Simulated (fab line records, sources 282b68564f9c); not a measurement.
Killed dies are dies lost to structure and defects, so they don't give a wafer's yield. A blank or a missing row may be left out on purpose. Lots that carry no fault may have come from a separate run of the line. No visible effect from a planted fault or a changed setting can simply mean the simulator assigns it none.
Code-filled problem report in 8D (eight disciplines) form ; flow rit_cmos ; the parts of the form that need people (team, actions taken, sign-off) are left out

== 1. THE PROBLEM ==
A mean of 199.9 s is read at RIT_GATE_ETCH_19 for run_length_s, taken on 1 wafer of 1 lot, against 193.3 s (standard deviation 0.49) on wafers free of any fault. Measured from the usual mean, that is +13 standard deviations.
The step: etches poly-Si in SF6/CHF3/O2, stops on SiO2, time 165 s, target depth 312.5 nm.
Earliest sighting: wafer L543.2 on rie_si-01 at day 5 19:50. The record has a number at this step for 15 wafers belonging to 5 lots. Rule for "out", or "out of limits": more than 4 standard deviations from the usual mean. The other wafers with a number count as sound.

== 2. WHAT IT IS, AND WHAT IT ISN'T ==
question;is;is not
which readings at this step;run_length_s;oes_product_au, throttle_valve_pct
which lots;L543;L529, L532, L540, L542
which wafers of those lots;L543.2;L543.1, L543.4
read on which tools;rie_si-01;rie_si-02
when;from day 5 19:50;up to then (14 sound wafers)

== 3. WHAT RULES OUT EACH SUSPECT ==
Counting: a tool at a process step up to the reading stays a suspect if it ran every lot that is out. Sound lots after the first of them don't rule it out here, since some wafers of a struck lot are sound.
- rie_si-01 at RIT_GATE_ETCH_19 (etches poly-Si in SF6/CHF3/O2, stops on SiO2, time 165 s, target depth 312.5 nm): kept. The lot that is out, L543, ran on it at day 5 19:50; the last sound lot it ran before that was L529, at day 2 19:13. On those wafers its own readings are out: run_length_s.
- rie_si-01, RIT_GATE_ETCH_19: wafers that are out in chamber 1, sound lot-mates in chambers 0, 3.
Remaining after the count: rie_si-01 at RIT_GATE_ETCH_19.

== 4. THE CAUSE (what the simulator had put in) ==
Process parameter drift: rie_si-01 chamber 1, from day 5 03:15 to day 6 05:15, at RIT_GATE_ETCH_19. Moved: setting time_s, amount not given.
Only this tool survived the counting.

== 5. SEQUENCE OF EFFECTS, ordered by route ==
Each row: a reading where the mean over the struck wafers with a number is more than 3 standard deviations away from the usual. Only readings for which the record gives a usual standard deviation are gone through. hours: the time from each lot's start at the first step in this table that gives one to its start at this step, as a median over the lots. sigmas: the change in usual standard deviations.
hours;step;reading;usual;on struck wafers;change;sigmas
0;RIT_GATE_ETCH_19;run_length_s;193.3 s;199.9;+6.6;+13
Its process steps:
- RIT_GATE_ETCH_19: etches poly-Si in SF6/CHF3/O2, stops on SiO2, time 165 s, target depth 312.5 nm.

== 6. WHAT WOULD HAVE CAUGHT IT SOONER ==
First out-of-limits reading in this record: day 5 19:50, which is 17 hours after fault onset at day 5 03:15.
